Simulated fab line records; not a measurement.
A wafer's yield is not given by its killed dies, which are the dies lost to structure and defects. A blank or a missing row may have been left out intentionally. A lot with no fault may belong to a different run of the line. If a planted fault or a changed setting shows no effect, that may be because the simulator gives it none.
Which of the tools did it?	flow rit-cmos	42 wafers from 14 lots sampled at 6 of the route's 202 steps

== WHAT THE GAUGES SHOWED, per wafer ==
RIT_GATE_OVL_MEAS_17. Usual: GATE_OVL typically reads -0.4 nm, with standard deviation 1.5.
lot	measured	on	GATE_OVL (nm)	flag
L709	day 2 16:02	overlay-01	-1.3 -1.4 -0.8	
L711	day 3 05:43	overlay-01	0.4 -0.1 -1.3	
L712	day 3 08:28	overlay-01	0.5 -0.3 -0.2	
L713	day 3 10:20	overlay-01	1.4 0.3 -0.6	
L715	day 3 20:50	overlay-01	0.2 0.1 1.0	
L717	day 4 08:27	overlay-02	-0.6 -1.3 1.0	
L718	day 4 19:08	overlay-01	0.8 1.3 2.9	
L719	day 4 21:41	overlay-02	-0.2 -0.6 1.7	
L720	day 4 23:12	overlay-02	-2.5 -5.1 -3.9	
L725	day 6 01:19	overlay-02	0.9 -1.3 0.0	
L726	day 6 05:25	overlay-01	2.1 0.0 0.9	
L729	day 6 21:44	overlay-02	-0.5 0.1 -0.5	
L730	day 6 23:21	overlay-01	-0.3 -2.1 0.2	
L732	day 7 09:22	overlay-02	-2.3 -0.9 -2.7	

RIT_NSD_TW_MEAS_10. Usual: NSD_TW typically reads 3058, with standard deviation 36.
lot	measured	on	NSD_TW	flag
L709	day 3 03:01	film-metro-03	3051 3032 3038	
L711	day 3 16:29	film-metro-02	3043 3045 3037	
L712	day 3 19:24	film-metro-03	3034 3029 3029	
L713	day 4 00:22	film-metro-03	3030 3034 3029	
L715	day 4 09:04	film-metro-03	3032 3020 3049	
L717	day 4 22:06	film-metro-03	3004 3023 3029	
L718	day 5 06:46	film-metro-04	3119 3121 3114	
L719	day 5 08:22	film-metro-03	3023 3055 3032	
L720	day 5 11:54	film-metro-04	3114 3112 3109	
L725	day 6 12:11	film-metro-04	3436 3438 3424	OFF
L726	day 6 16:41	film-metro-02	3396 3386 3411	OFF
L729	day 7 08:23	film-metro-03	3028 3043 3034	
L730	day 7 10:36	film-metro-03	3039 3027 3047	
L732	day 7 21:39	film-metro-03	3027 3041 3020	

RIT_SDANNEAL_RS_MEAS_05: measures by four-point-probe. Usual: NSD_RS typically reads 84.6 ohm/sq, with standard deviation 0.32.
lot	measured	on	NSD_RS (ohm/sq)	flag
L709	day 3 05:13	film-metro-04	84.4 84.2 84.6	
L711	day 3 18:39	film-metro-02	85.2 85.0 84.8	
L712	day 3 21:36	film-metro-04	84.4 84.6 84.5	
L713	day 4 02:26	film-metro-02	84.8 84.5 84.7	
L715	day 4 11:14	film-metro-03	84.4 84.5 84.2	
L717	day 5 00:25	film-metro-03	84.9 85.0 84.5	
L718	day 5 09:01	film-metro-04	84.8 84.8 84.6	
L719	day 5 10:29	film-metro-03	84.6 84.4 84.6	
L720	day 5 14:13	film-metro-02	84.9 84.7 84.7	
L725	day 6 14:29	film-metro-02	57.1 56.9 56.8	OFF
L726	day 6 18:49	film-metro-04	56.6 56.7 56.5	OFF
L729	day 7 10:51	film-metro-04	84.8 84.5 84.2	
L730	day 7 12:56	film-metro-04	84.6 84.7 84.7	
L732	day 8 00:08	film-metro-02	85.0 84.9 85.0	

== TOOL THAT RAN EACH LOT (tool first, then ch and the chambers of the sampled wafers, then the start) ==
lot	RIT_PWELL_STRIP_09	RIT_NSD_IMPLANT_08	RIT_SDANNEAL_RTA_03
L709	plasma-asher-01 ch 0,1, day 2 00:52	implanter-03 ch 0, day 3 02:41	rtp-anneal-02 ch 0, day 3 05:01
L711	plasma-asher-01 ch 0,1, day 2 12:31	implanter-03 ch 0, day 3 16:10	rtp-anneal-02 ch 0, day 3 18:28
L712	plasma-asher-03 ch 0,1, day 2 16:58	implanter-03 ch 0, day 3 19:05	rtp-anneal-01 ch 0, day 3 21:25
L713	plasma-asher-04 ch 0,1, day 2 20:15	implanter-03 ch 0, day 4 00:05	rtp-anneal-02 ch 0, day 4 02:14
L715	plasma-asher-04 ch 0,1, day 3 06:50	implanter-03 ch 0, day 4 08:44	rtp-anneal-02 ch 0, day 4 11:04
L717	plasma-asher-03 ch 0,1, day 3 17:33	implanter-04 ch 0, day 4 21:47	rtp-anneal-02 ch 0, day 5 00:14
L718	plasma-asher-03 ch 0,1, day 3 21:55	implanter-03 ch 0, day 5 06:27	rtp-anneal-01 ch 0, day 5 08:47
L719	plasma-asher-03 ch 0,1, day 4 07:19	implanter-03 ch 0, day 5 08:02	rtp-anneal-02 ch 0, day 5 10:19
L720	plasma-asher-04 ch 0,1, day 4 07:36	implanter-03 ch 0, day 5 11:35	rtp-anneal-01 ch 0, day 5 14:02
L725	plasma-asher-01 ch 0,1, day 5 10:06	implanter-03 ch 0, day 6 11:51	rtp-anneal-02 ch 0, day 6 14:18
L726	plasma-asher-04 ch 0,1, day 5 13:35	implanter-03 ch 0, day 6 16:23	rtp-anneal-01 ch 0, day 6 18:38
L729	plasma-asher-04 ch 0,1, day 6 04:43	implanter-02 ch 0, day 7 08:04	rtp-anneal-02 ch 0, day 7 10:40
L730	plasma-asher-01 ch 0,1, day 6 08:58	implanter-04 ch 0, day 7 10:17	rtp-anneal-01 ch 0, day 7 12:45
L732	plasma-asher-01 ch 0,1, day 6 19:36	implanter-02 ch 0, day 7 21:20	rtp-anneal-01 ch 0, day 7 23:58
- RIT_PWELL_STRIP_09: strips in O2, time 180 s.
- RIT_NSD_IMPLANT_08
- RIT_SDANNEAL_RTA_03: time 5 s.

== WHAT THE TOOLS THEMSELVES READ (means of the sampled wafers that have a number; where no wafer has one, the mark that the record gives instead) ==
RIT_PWELL_STRIP_09. Usual: 5.5 A for drypump-motor-current-A, sd 0.48.
lot	tool	drypump-motor-current-A (A)	flag
L709	plasma-asher-01	5.1	
L711	plasma-asher-01	5.1	
L712	plasma-asher-03	5.6	
L713	plasma-asher-04	5.8	
L715	plasma-asher-04	5.8	
L717	plasma-asher-03	5.5	
L718	plasma-asher-03	5.6	
L719	plasma-asher-03	5.5	
L720	plasma-asher-04	5.8	
L725	plasma-asher-01	5.1	
L726	plasma-asher-04	5.7	
L729	plasma-asher-04	5.7	
L730	plasma-asher-01	5.1	
L732	plasma-asher-01	5.6	

RIT_NSD_IMPLANT_08. Usual: dose-ions-cm2 1e+15, standard deviation 9e+11; end-station-pressure-torr 7.5e-06 Torr, standard deviation 3.5e-07; faraday-current-uA 3119, standard deviation 59.
lot	tool	dose-ions-cm2	end-station-pressure-torr (Torr)	faraday-current-uA	flag
L709	implanter-03	1e+15	7.5e-06	3122	
L711	implanter-03	1e+15	7.4e-06	3122	
L712	implanter-03	1e+15	7.8e-06	3089	
L713	implanter-03	1e+15	7.4e-06	3190	
L715	implanter-03	1e+15	7.6e-06	3126	
L717	implanter-04	1e+15	7.4e-06	3084	
L718	implanter-03	1e+15	7.6e-06	3156	
L719	implanter-03	1e+15	7.4e-06	3097	
L720	implanter-03	1e+15	7.6e-06	3130	
L725	implanter-03	2e+15	9.0e-06	5347	OFF
L726	implanter-03	2e+15	9.3e-06	5468	OFF
L729	implanter-02	1e+15	7.2e-06	3160	
L730	implanter-04	1e+15	7.2e-06	3115	
L732	implanter-02	1e+15	7.6e-06	3081	

RIT_SDANNEAL_RTA_03. Usual: 1053.5 for wafer_temp_C_max, sd 1.2.
lot	tool	wafer_temp_C_max	flag
L709	rtp-anneal-02	1053.1	
L711	rtp-anneal-02	1053.6	
L712	rtp-anneal-01	1054.5	
L713	rtp-anneal-02	1053.1	
L715	rtp-anneal-02	1053.5	
L717	rtp-anneal-02	1054.8	
L718	rtp-anneal-01	1054.3	
L719	rtp-anneal-02	1053.2	
L720	rtp-anneal-01	1053.2	
L725	rtp-anneal-02	1053.5	
L726	rtp-anneal-01	1052.6	
L729	rtp-anneal-02	1053.9	
L730	rtp-anneal-01	1053.0	
L732	rtp-anneal-01	1053.6	

== THE ANSWER, worked out from the rows above alone ==
Rule: take the mean of a lot's wafers that have a number; if it is more than 3 standard deviations from the usual mean, the lot is off. Also off: a lot with no number at a reading for which 4 or more lots have one. The other lots that the step has rows for count as sound. After the gauges, taken in route order, come the tools' own readings; for these a lot's mean is taken, as printed above. At the first step where some lot is off, the reading lying furthest off is the one used; lots without a number count as furthest.
Off: L725, L726, seen at RIT_NSD_TW_MEAS_10 (NSD_TW).
If a tool, at a process step before that reading, ran all the lots that are off and no sound lot after the first of them, it fits. The gauges at RIT_NSD_TW_MEAS_10 aren't tried: what is off there is off at RIT_NSD_IMPLANT_08 too, on other tools, and a gauge's error can't cause that. One candidate fits, namely implanter-03 at RIT_NSD_IMPLANT_08. Its last sound lot is L720 (day 5 11:35), its first lot that is off L725 (day 6 11:51): a fault that began between those two fits.
The tool's own readings at RIT_NSD_IMPLANT_08 bear it out: on the lots that are off they differ by more than 5 times the standard deviation of the sound lots' means. dose-ions-cm2 reads 2e+15 there against 1e+15 on the sound lots; end-station-pressure-torr reads 9.2e-06 Torr there against 7.5e-06 Torr on the sound lots; faraday-current-uA reads 5408 there against 3123 on the sound lots.

== WHAT HAD BEEN PUT IN BY THE SIMULATOR ==
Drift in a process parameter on implanter-03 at RIT_NSD_IMPLANT_08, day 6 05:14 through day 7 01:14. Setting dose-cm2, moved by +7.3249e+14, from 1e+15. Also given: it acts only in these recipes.
Shown lots that were struck: L725, L726. This agrees with what the rule above found.
